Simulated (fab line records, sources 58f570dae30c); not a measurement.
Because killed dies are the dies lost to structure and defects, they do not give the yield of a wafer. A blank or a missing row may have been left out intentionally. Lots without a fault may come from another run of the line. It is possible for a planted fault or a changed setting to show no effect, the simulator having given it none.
Problem report, 8D (eight disciplines) form, completed by code / flow berkeleyCmos170 / the parts of the form that need people (team, actions taken, sign-off) are left out

== 1. WHAT IS WRONG ==
tiltDeg at UCB170_PLDD_IMPLANT_08 reads a mean of 7.240 degrees on 6 wafers of 2 lots; wafers without a fault read 6.998 degrees with a standard deviation of 0.021. That is +12 standard deviations from the usual mean.
Seen first at day 11 10:25 on implanter-01, wafer L684.3. The record holds 42 wafers of 14 lots with a number at this step. Rule for "out", or "out of limits": more than 4 standard deviations from the usual mean. Any other wafer with a number is counted as sound.

== 2. WHAT IT IS AND WHAT IT IS NOT ==
question=which readings at this step | is=tiltDeg | is not=faradayCurrentUA
question=which lots | is=L684, L686 | is not=L667, L668, L670, L674, L676, L677, L678, L680, L681, L685, L689, L690
question=which wafers of those lots | is=all that have a number | is not=-
question=read on which tools | is=implanter-01 | is not=implanter-02, implanter-04
question=when | is=from day 11 10:25 | is not=up to then (30 sound wafers); but 6 sound wafers of L689, L690 came after

== 3. THE SUSPECTS, EACH WITH WHAT RULES IT OUT ==
Counting: any tool at a process step up to the reading is kept as a suspect provided that every lot that is out went through it and no sound lot did after the first of them.
- implanter-01 at UCB170_PLDD_IMPLANT_08: kept. All lots that are out passed through it, beginning with L684 at day 11 10:25, and no sound lot followed; its final sound lot before that point was L680 at day 11 00:47. Out on those wafers are its own readings of tiltDeg.
After counting, what remains is implanter-01 at UCB170_PLDD_IMPLANT_08.

== 4. THE CAUSE (what the simulator had put in) ==
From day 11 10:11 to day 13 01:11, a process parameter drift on implanter-01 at UCB170_PLDD_IMPLANT_08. A move of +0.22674 in setting tiltDeg, from 7. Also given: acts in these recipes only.
The count eliminated every tool but this one.

== 5. SEQUENCE OF EFFECTS, ordered by route ==
Each row: a reading where the mean over the struck wafers with a number is more than 3 standard deviations away from the usual. Only readings whose record carries a usual standard deviation are examined. hours: median over the lots of the time between each lot's start at the first step of this table that gives one and its start at this step. sigmas: the change, counted in usual standard deviations.
hours=0; step=UCB170_PLDD_IMPLANT_08; reading=tiltDeg; usual=6.998 degrees; on struck wafers=7.240; change=+0.242; sigmas=+12
The process steps in it:
- UCB170_PLDD_IMPLANT_08

== 6. WHAT WOULD HAVE CAUGHT IT SOONER ==
The fault began at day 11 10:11; the first out-of-limits reading in this record came at day 11 10:25, 0 hours later.
